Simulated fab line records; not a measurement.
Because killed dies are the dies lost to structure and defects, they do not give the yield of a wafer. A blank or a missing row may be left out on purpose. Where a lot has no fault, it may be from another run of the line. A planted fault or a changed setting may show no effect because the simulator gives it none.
Chamber matching :: flow berkeleyCmos170 :: rieDiel-03 running UCB170_M1_ETCH_11: 4 sister chambers
The step etches BARC in N2/H2. 8 wafers are shown with their chamber, then 7 later ones without.

== EACH WAFER AND ITS CHAMBER ==
wafer: L594.3
chamber: 1
throttleValvePct (%): 13.19
drypumpMotorCurrentA (A): 5.4

wafer: L598.3
chamber: 1
throttleValvePct (%): 13.18
drypumpMotorCurrentA (A): 5.4

wafer: L595.6
chamber: 2
throttleValvePct (%): 13.24
drypumpMotorCurrentA (A): 5.8

wafer: L603.2
chamber: 0
throttleValvePct (%): 13.54
drypumpMotorCurrentA (A): 6.0

wafer: L603.4
chamber: 3
throttleValvePct (%): 13.64
drypumpMotorCurrentA (A): 5.4

wafer: L603.6
chamber: 2
throttleValvePct (%): 13.26
drypumpMotorCurrentA (A): 5.7

wafer: L605.1
chamber: 3
throttleValvePct (%): 13.63
drypumpMotorCurrentA (A): 5.3

wafer: L605.2
chamber: 0
throttleValvePct (%): 13.55
drypumpMotorCurrentA (A): 6.1

== WAFERS WITH NO CHAMBER GIVEN ==
wafer: L605.6
throttleValvePct (%): 13.18
drypumpMotorCurrentA (A): 5.4

wafer: L608.2
throttleValvePct (%): 13.65
drypumpMotorCurrentA (A): 5.3

wafer: L608.4
throttleValvePct (%): 13.19
drypumpMotorCurrentA (A): 5.4

wafer: L608.6
throttleValvePct (%): 13.66
drypumpMotorCurrentA (A): 5.4

wafer: L612.1
throttleValvePct (%): 13.18
drypumpMotorCurrentA (A): 5.4

wafer: L612.2
throttleValvePct (%): 13.24
drypumpMotorCurrentA (A): 5.7

wafer: L612.6
throttleValvePct (%): 13.65
drypumpMotorCurrentA (A): 5.3

== WHICH CHAMBER EACH ONE RAN IN ==
wafer: L605.6
from the rows above: 1
in truth: 1

wafer: L608.2
from the rows above: 3
in truth: 3

wafer: L608.4
from the rows above: 1
in truth: 1

wafer: L608.6
from the rows above: 3
in truth: 3

wafer: L612.1
from the rows above: 1
in truth: 1

wafer: L612.2
from the rows above: 2
in truth: 2

wafer: L612.6
from the rows above: 3
in truth: 3
Correctly placed: 7 of 7. From these rows, 0 cannot be placed. Placed wrongly: 0.
How it was worked out, from the rows above alone: a wafer's distance from a chamber is the root of the sum, over the readings, of the square of ((its reading less the chamber's mean) divided by the reading's scatter). If the next closest chamber is less than 2 further off than the closest, the wafer can't be placed; otherwise it belongs to the closest. The mean given for a chamber averages the wafers shown for that chamber. The scatter: the root of (the sum of the squares of (reading less its chamber's mean) over the shown wafers, divided by (wafers less chambers)).
